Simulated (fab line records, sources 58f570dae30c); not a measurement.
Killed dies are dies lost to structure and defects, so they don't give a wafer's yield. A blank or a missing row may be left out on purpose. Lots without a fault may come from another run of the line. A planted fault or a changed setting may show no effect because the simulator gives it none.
One fault seen from 2 desks | flow berkeley_cmos170 | each desk has only its own numbers; what lay behind them comes last

THE METROLOGY DESK
What the gauges read, lot by lot, whatever tool the lot ran on: means of the sampled wafers that have a number. A lot is out of limits, marked OUT, if its mean lies more than 4 standard deviations from the usual mean; the brackets give that distance.
Columns: A = PVT_OVL at UCB170_PVT_OVL_MEAS_06, usual 0 nm; B = GATE_OVL at UCB170_GATE_OVL_MEAS_13, usual 1 nm; C = PSD_TW at UCB170_PSD_TW_MEAS_10, usual 2325
lot  | first seen here | A  | B  | C
L486 | day 5 20:31     | -8 | -6 | 2329
L487 | day 6 10:35     | 3  | -9 | 2323
L490 | day 6 10:50     | 4  | 4  | 2326
L488 | day 6 11:39     | 2  | 6  | 2322
L489 | day 6 11:56     | 5  | 0  | 2332
L491 | day 6 19:37     | 4  | 1  | 2322
L493 | day 7 11:35     | -0 | 4  | 2336
L498 | day 8 06:39     | 9  | 4  | 2324
L499 | day 8 07:20     | 9  | -1 | 2312
L502 | day 8 23:01     | -7 | -0 | 2316
L504 | day 9 14:05     | 5  | -3 | 2344
L505 | day 9 18:08     | -1 | 6  | 2343
L507 | day 10 04:06    | -3 | 6  | 2297
L509 | day 10 13:52    | 1  | 1  | 2335
This desk's finding: nothing out of limits on any of the 14 lots.

THE TOOL OWNER'S DESK: litho_track-01
The tool's own readings at UCB170_NLDD_SOFTBAKE_02 (time 60 s): means of the sampled wafers that have a number, for each lot that ran on this tool. A lot is out of limits, marked OUT, if its mean lies more than 4 standard deviations from the usual mean; the brackets give that distance.
Columns: A = plate_temp_C at UCB170_NLDD_SOFTBAKE_02, usual 129.98 C; B = run_length_s at UCB170_NLDD_SOFTBAKE_02, usual 88.98 s
lot  | first seen here | A      | B
L490 | day 7 01:31     | 129.67 | 89.08
L491 | day 7 12:13     | 129.82 | 93.13 (+26) OUT
L493 | day 8 01:55     | 129.87 | 93.16 (+26) OUT
L509 | day 11 04:45    | 129.89 | 89.24
This desk's finding: out of limits on L491, L493; first on L491, day 7 12:13 (run_length_s at UCB170_NLDD_SOFTBAKE_02). In limits: L490, L509.

PUT TOGETHER
The tool owner's desk could have raised an alarm at day 7 12:13, on L491, L493.
The metrology desk saw nothing out of limits.
The metrology desk has L491, L493 on record, within its limits.
Of the lots named, all ran UCB170_NLDD_SOFTBAKE_02 on litho_track-01.

WHAT THE SIMULATOR HAD PUT IN
Process parameter drift: litho_track-01, from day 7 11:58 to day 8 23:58, at UCB170_NLDD_SOFTBAKE_02. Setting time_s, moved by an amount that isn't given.
Lots struck among those shown: L491, L493.
Hours from the fault's start to each desk's first reading out of limits: the tool owner's desk, 0.
